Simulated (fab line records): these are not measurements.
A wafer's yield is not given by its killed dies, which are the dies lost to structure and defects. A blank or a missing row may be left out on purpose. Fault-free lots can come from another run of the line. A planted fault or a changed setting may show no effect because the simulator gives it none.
Chamber matching -- flow berkeley cmos170 -- UCB170_GATE_ETCH_15 on rie si-01 has 4 sister chambers
The step etches poly-Si in HBr/Cl2, stops on SiO2, time 56.3 s, target depth 278.2 nm. 14 wafers are shown with their chamber, then 6 later ones without.

WAFERS, EACH WITH ITS CHAMBER
wafer,chamber,throttle valve pct (%),drypump motor current A (A),rf fwd power W (W)
L406.1,3,26.25,6.35,295.8
L406.2,1,26.50,5.58,295.3
L406.6,0,26.38,5.72,297.3
L409.3,1,26.51,5.58,295.3
L409.5,1,26.52,5.54,295.7
L409.6,2,26.79,5.97,297.6
L415.3,2,26.79,6.03,298.8
L415.5,3,26.24,6.32,295.5
L415.6,2,26.79,5.96,299.2
L414.2,1,26.49,5.57,297.7
L414.3,0,26.38,5.72,299.3
L414.4,3,26.24,6.34,296.3
L419.1,3,26.25,6.38,295.2
L419.5,1,26.49,5.60,295.9

SIGNATURES, as means of the wafers listed above
reading,chamber 0,chamber 1,chamber 2,chamber 3,scatter within a chamber
throttle valve pct,26.3800,26.5020,26.7900,26.2450,0.00883
drypump motor current A,5.7200,5.5740,5.9867,6.3475,0.0258
rf fwd power W,298.300,295.980,298.533,295.700,0.895
Rule: for a wafer and a chamber, the distance is found by dividing, reading by reading, the gap between the wafer's reading and the chamber's mean by the reading's scatter, squaring, summing and taking the root. If the next closest chamber is less than 2 further off than the closest, the wafer can't be placed; otherwise it belongs to the closest. The scatter: take each reading less its chamber's mean, square it, sum over the shown wafers, divide by the number of wafers less the number of chambers, and take the root.

WAFERS WHOSE CHAMBER IS MISSING
wafer,throttle valve pct (%),drypump motor current A (A),rf fwd power W (W)
L419.6,26.38,5.71,296.6
L421.3,26.80,6.03,300.0
L423.3,26.80,6.04,297.1
L426.3,26.24,6.37,296.9
L426.5,26.24,6.37,295.6
L426.6,26.37,5.70,297.7

EACH ONE'S CHAMBER
wafer,from the rows above,in truth
L419.6,0,0
L421.3,2,2
L423.3,2,2
L426.3,3,3
L426.5,3,3
L426.6,0,0
6 of 6 placed correctly. Can't be placed from these rows: 0. Wrongly placed: 0.
